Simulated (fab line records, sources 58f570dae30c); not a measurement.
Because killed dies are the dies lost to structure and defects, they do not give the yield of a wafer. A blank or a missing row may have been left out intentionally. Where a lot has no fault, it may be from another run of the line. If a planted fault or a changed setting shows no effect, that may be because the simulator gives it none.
2 desks looking at one fault | flow berkeley-cmos170 | every desk sees just its own numbers, and what lay behind them comes last

## TOOL OWNER'S DESK, krf-scanner-02
The tool's own readings at UCB170_NSD_EXPOSE_03 (exposes mask NSELECT MOD, target cd 1200 nm): means of the sampled wafers that have a number, for each lot that ran on this tool. The brackets show how far a lot's mean lies from the usual mean; more than 4 standard deviations puts the lot out of limits, marked OUT.
Columns: A = exposure-dose-mJ-cm2 at UCB170_NSD_EXPOSE_03, usual 29.984
lot  | first seen here | A
L632 | day 8 06:24     | 29.998
L635 | day 9 00:22     | 30.015
L637 | day 9 00:29     | 29.956
L636 | day 9 00:46     | 30.006
L638 | day 9 11:44     | 29.990
L640 | day 10 08:53    | 30.008
This desk's finding: nothing out of limits on any of the 6 lots.

## FROM THE METROLOGY DESK
What the gauges read, lot by lot, whatever tool the lot ran on: means of the sampled wafers that have a number. The brackets show how far a lot's mean lies from the usual mean; more than 4 standard deviations puts the lot out of limits, marked OUT.
Columns: A = PVT_TW at UCB170_PVT_TW_MEAS_09, usual 505; B = PLDD_OVL at UCB170_PLDD_OVL_MEAS_07, usual -2 nm; C = NSD_OVL at UCB170_NSD_OVL_MEAS_07, usual 2 nm; D = cd-nm at UCB170_M3_CD_MEAS_90, usual 701 nm
lot  | first seen here | A   | B  | C              | D
L631 | day 6 18:14     | 503 | 3  | 7              | 699
L634 | day 7 02:16     | 500 | 8  | 4              | 701
L632 | day 7 02:23     | 500 | 1  | 10             | 703
L633 | day 7 02:40     | 512 | -4 | -5             | 699
L637 | day 7 18:49     | 512 | -5 | -227 (-43) OUT | -
L636 | day 7 21:20     | 500 | 0  | -220 (-42) OUT | -
L635 | day 7 21:35     | 503 | 1  | 8              | 703
L639 | day 8 07:59     | 510 | -2 | -6             | 700
L638 | day 8 08:13     | 502 | -5 | -218 (-41) OUT | -
L640 | day 8 23:40     | 499 | 1  | -213 (-41) OUT | -
L645 | day 10 06:36    | 499 | -4 | -0             | 701
L647 | day 10 06:53    | 513 | -6 | 0              | 702
L648 | day 10 07:11    | 501 | 2  | 4              | 701
L650 | day 10 23:28    | 510 | 5  | 5              | 698
L649 | day 10 23:48    | 512 | -3 | 2              | 699
L651 | day 11 09:08    | 502 | -8 | 5              | 700
Per this desk, out of limits: L636, L637, L638, L640; the first was L637, day 9 01:19 (NSD_OVL at UCB170_NSD_OVL_MEAS_07). L631, L634, L632, L633, L635, L639, L645, L647, L648, L650, L649, L651: within limits.

## PUT TOGETHER
Metrology desk: alarm possible at day 9 01:19 on L636, L637, L638, L640.
The desk of the tool owner found nothing out of limits.
The tool owner's desk has L636, L637, L638, L640 on record, within its limits.
On krf-scanner-02, each named lot ran UCB170_NSD_EXPOSE_03.

## WHAT WAS PUT IN BY THE SIMULATOR
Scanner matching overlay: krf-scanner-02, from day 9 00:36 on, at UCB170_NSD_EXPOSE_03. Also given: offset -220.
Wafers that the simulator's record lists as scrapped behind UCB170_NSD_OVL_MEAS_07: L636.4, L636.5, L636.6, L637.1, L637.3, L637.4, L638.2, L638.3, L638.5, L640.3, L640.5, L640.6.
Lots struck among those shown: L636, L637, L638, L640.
Delay in hours, fault start to first out-of-limits reading, per desk: metrology desk 1.
